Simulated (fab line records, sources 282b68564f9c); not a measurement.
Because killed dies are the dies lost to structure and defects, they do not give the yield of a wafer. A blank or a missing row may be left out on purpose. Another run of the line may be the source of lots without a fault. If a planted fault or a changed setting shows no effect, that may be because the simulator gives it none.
fab line records -- flow rit-cmos
record lots=5, wafers=23
route steps=202 shown CONTACT@168 M1@196
start-h: hours from the record's opening day to when the first of the lot's shown wafers began -- wait-h: how many hours have passed since the lot's step before this one -- " the same as in the row above -- L1.1+2: a single row standing in for several wafers -- - either no value or no given start -- * or withheld: withheld -- < > ~ a bound
route shown NAME@n: names a module that has steps shown in the file, with the first one's number in the route -- usual: mean and standard deviation over wafers with no fault -- same: alike in all rows -- chamber/n: place in a boat -- sites: per-site readings -- _std_site: standard deviation of those values -- _edge_site: outer sites' mean less inner sites' -- radius-mm: how far each site lies from the wafer's centre -- mask NAME#n: copy n -- behind: the most recent tool/chamber to have shaped the wafer -- hold: reason for holding the lot/hours on hold/outcome of the hold -- device: which transistor (n, p or np) failed to switch -- end of line: tests of these same wafers at the route's end -- where a step has no rows: the recipe by itself -- killed: at the first sort, the dies lost to defects and structure; wafer yield is something else -- map: the dies of a wafer, with x for killed, . for not killed, _ for no die there
set.NAME: the setting that was run; set.NAME@STEP: the one run at that earlier step -- model.NAME: the simulator's own value behind a step, which no gauge read
lots whose settings were changed on purpose; a table a step, a row a wafer
## steps
# step RIT_CONTACT_CVD_00
# recipe material=SiO2, target-thk-nm=400, precursor=TEOS, temp-c=390, time-s=61, rf-w=400
lot.wafer,tool,chamber,start-h,wait-h,set.time-s,model.SiO2_of_CONTACT_CVD_00.thk-nm
L078.2,pecvd-04,2,72.60,0.0,68.53,440.2
L078.3,pecvd-04,1,72.60,0.0,61,391.3
L078.4,pecvd-04,0,72.60,0.0,61,400.1
L078.5,pecvd-04,1,72.60,0.0,61,400.5
L078.6,pecvd-04,2,72.60,0.0,68.53,442.8
L080.1,pecvd-01,0,87.12,0.1,61,398
L080.4,pecvd-01,0,87.12,0.1,61,402.2
L080.5,pecvd-01,2,87.12,0.1,61,403
L081.1,pecvd-04,0,89.64,0.1,61,399.8
L081.2,pecvd-04,1,89.64,0.1,61,399.1
L081.3,pecvd-04,2,89.64,0.1,61,395.9
L081.4,pecvd-04,2,89.64,0.1,61,397.6
L081.5,pecvd-04,0,89.64,0.1,61,402.2
L082.1,pecvd-02,2,90.90,0.1,61,398.9
L082.2,pecvd-02,0,90.90,0.1,61,398.1
L082.4,pecvd-02,1,90.90,0.1,61,410.8
L082.5,pecvd-02,0,90.90,0.1,61,411.5
L082.6,pecvd-02,2,90.90,0.1,61,407.7
L085.1,pecvd-02,2,111.93,0.1,64.84,422.1
L085.2,pecvd-02,0,111.93,0.1,61,401.9
L085.4,pecvd-02,0,111.93,0.1,64.84,434.6
L085.5,pecvd-02,2,111.93,0.1,61,407.8
L085.6,pecvd-02,1,111.93,0.1,64.84,434
# step RIT_CONTACT_THK_MEAS_01
# recipe reads=SiO2_of_CONTACT_CVD_00
# usual CONTACT_TEOS_THK=400/5.2
lot.wafer,tool,chamber,start-h,wait-h,set.time-s@CONTACT_CVD_00,CONTACT_TEOS_THK[nm]
L078.2,film-metro-03,-,72.66,0.0,68.53,440
L078.3,film-metro-03,-,72.66,0.0,61,391
L078.4,film-metro-03,-,72.66,0.0,61,400
L078.5,film-metro-03,-,72.66,0.0,61,401
L078.6,film-metro-03,-,72.66,0.0,68.53,443
L080.1,film-metro-03,-,87.17,0.0,61,398
L080.4,film-metro-03,-,87.17,0.0,61,402
L080.5,film-metro-03,-,87.17,0.0,61,403
L081.1,film-metro-03,-,89.70,0.0,61,400
L081.2,film-metro-03,-,89.70,0.0,61,399
L081.3,film-metro-03,-,89.70,0.0,61,396
L081.4,film-metro-03,-,89.70,0.0,61,398
L081.5,film-metro-03,-,89.70,0.0,61,402
L082.1,film-metro-02,-,90.95,0.0,61,399
L082.2,film-metro-02,-,90.95,0.0,61,398
L082.4,film-metro-02,-,90.95,0.0,61,411
L082.5,film-metro-02,-,90.95,0.0,61,411
L082.6,film-metro-02,-,90.95,0.0,61,408
L085.1,film-metro-02,-,111.98,0.0,64.84,422
L085.2,film-metro-02,-,111.98,0.0,61,402
L085.4,film-metro-02,-,111.98,0.0,64.84,434
L085.5,film-metro-02,-,111.98,0.0,61,407
L085.6,film-metro-02,-,111.98,0.0,64.84,434
# step RIT_CONTACT_ETCH_11
# recipe target-depth-a=4800, over-etch-frac=0.2, stop-on=TiSi2, chemistry=CHF3/CF4/Ar, target=SiO2, CHF3_flow_sccm=50, cf4-flow-sccm=10, Ar_flow_sccm=100, O2_flow_sccm=5, pressure-mtorr=100, rf-w=200, time-s=320
lot.wafer,tool,chamber,start-h,wait-h,set.rf-w,set.time-s@CONTACT_CVD_00,model.etch.depth-nm,model.CONTACT.feature-depth-nm
L078.2,rie-diel-03,3,74.27,0.1,200,68.53,440.2,440.2
L078.3,rie-diel-03,0,74.27,0.1,200,61,391.3,391.3
L078.4,rie-diel-03,2,74.27,0.1,200,61,400.1,400.1
L078.5,rie-diel-03,2,74.27,0.1,200,61,400.5,400.5
L078.6,rie-diel-03,1,74.27,0.1,200,68.53,442.8,442.8
L080.1,rie-diel-04,1,88.63,0.1,200,61,398,398
L080.4,rie-diel-04,0,88.63,0.1,200,61,402.2,402.2
L080.5,rie-diel-04,3,88.63,0.1,200,61,403,403
L081.1,rie-diel-02,1,91.10,0.1,212,61,399.8,399.8
L081.2,rie-diel-02,0,91.10,0.1,200,61,399.1,399.1
L081.3,rie-diel-02,3,91.10,0.1,212,61,395.9,395.9
L081.4,rie-diel-02,2,91.10,0.1,212,61,397.6,397.6
L081.5,rie-diel-02,0,91.10,0.1,200,61,402.2,402.2
L082.1,rie-diel-03,1,92.48,0.1,200,61,398.9,398.9
L082.2,rie-diel-03,0,92.48,0.1,193.8,61,398.1,398.1
L082.4,rie-diel-03,3,92.48,0.1,200,61,410.8,410.8
L082.5,rie-diel-03,0,92.48,0.1,193.8,61,411.5,411.5
L082.6,rie-diel-03,1,92.48,0.1,193.8,61,407.7,407.7
L085.1,rie-diel-03,2,113.41,0.1,200,64.84,422.1,422.1
L085.2,rie-diel-03,0,113.41,0.1,191.9,61,401.9,401.9
L085.4,rie-diel-03,3,113.41,0.1,191.9,64.84,434.6,434.6
L085.5,rie-diel-03,2,113.41,0.1,191.9,61,407.8,407.8
L085.6,rie-diel-03,1,113.41,0.1,200,64.84,434,434
# step RIT_M1_METAL_ETCH_12
# recipe stop-on=SiO2, chemistry=Cl2/BCl3, target=Al, time-s=165, over-etch-frac=0.5, pressure-mtorr=100, target-depth-a=6000, rf-w=250, Cl2_flow_sccm=60, bcl3-flow-sccm=50
lot.wafer,tool,chamber,start-h,wait-h,set.rf-w,model.NOVOLAK_of_M1_COAT_04.thk-nm
L078.2,rie-metal-01,1,77.00,0.2,250,806
L078.3,rie-metal-01,0,77.00,0.2,277.3,764.6
L078.4,rie-metal-01,1,77.00,0.2,250,803.4
L078.5,rie-metal-01,1,77.00,0.2,277.3,763.9
L078.6,rie-metal-01,0,77.00,0.2,277.3,762.9
L080.1,rie-metal-02,1,91.37,0.2,250,810.3
L080.4,rie-metal-02,0,91.37,0.2,250,816.3
L080.5,rie-metal-02,0,91.37,0.2,250,817.3
L081.1,rie-metal-01,0,93.83,0.2,279.3,760
L081.2,rie-metal-01,1,93.83,0.2,279.3,763.4
L081.3,rie-metal-01,0,93.83,0.2,250,796.4
L081.4,rie-metal-01,1,93.83,0.2,250,804.1
L081.5,rie-metal-01,0,93.83,0.2,250,794.4
L082.1,rie-metal-03,1,95.21,0.2,250,804.6
L082.2,rie-metal-03,0,95.21,0.2,232.1,813.8
L082.4,rie-metal-03,0,95.21,0.2,232.1,810.2
L082.5,rie-metal-03,1,95.21,0.2,250,803.7
L082.6,rie-metal-03,0,95.21,0.2,232.1,813.2
L085.1,rie-metal-03,0,116.01,0.2,250,791.8
L085.2,rie-metal-03,1,116.01,0.2,278.1,763.4
L085.4,rie-metal-03,0,116.01,0.2,278.1,754.6
L085.5,rie-metal-03,0,116.01,0.2,250,795.8
L085.6,rie-metal-03,1,116.01,0.2,278.1,768
## key
split step=RIT_CONTACT_CVD_00, setting=time-s, stated=61, by=wafer
response step=RIT_CONTACT_CVD_00, reading=model.SiO2_of_CONTACT_CVD_00.thk-nm, change=+3.67, per=1%, r=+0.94
response step=RIT_CONTACT_THK_MEAS_01, reading=CONTACT_TEOS_THK, change=+3.68, per=1%, r=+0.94
response step=RIT_CONTACT_ETCH_11, reading=model.etch.depth-nm, change=+3.67, per=1%, r=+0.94
response step=RIT_CONTACT_ETCH_11, reading=model.CONTACT.feature-depth-nm, change=+3.67, per=1%, r=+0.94
split step=RIT_CONTACT_ETCH_11, setting=rf-w, stated=200, by=wafer
response none clear
split step=RIT_M1_METAL_ETCH_12, setting=rf-w, stated=250, by=wafer
response step=RIT_M1_METAL_ETCH_12, reading=model.NOVOLAK_of_M1_COAT_04.thk-nm, change=-2.98, per=1%, r=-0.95
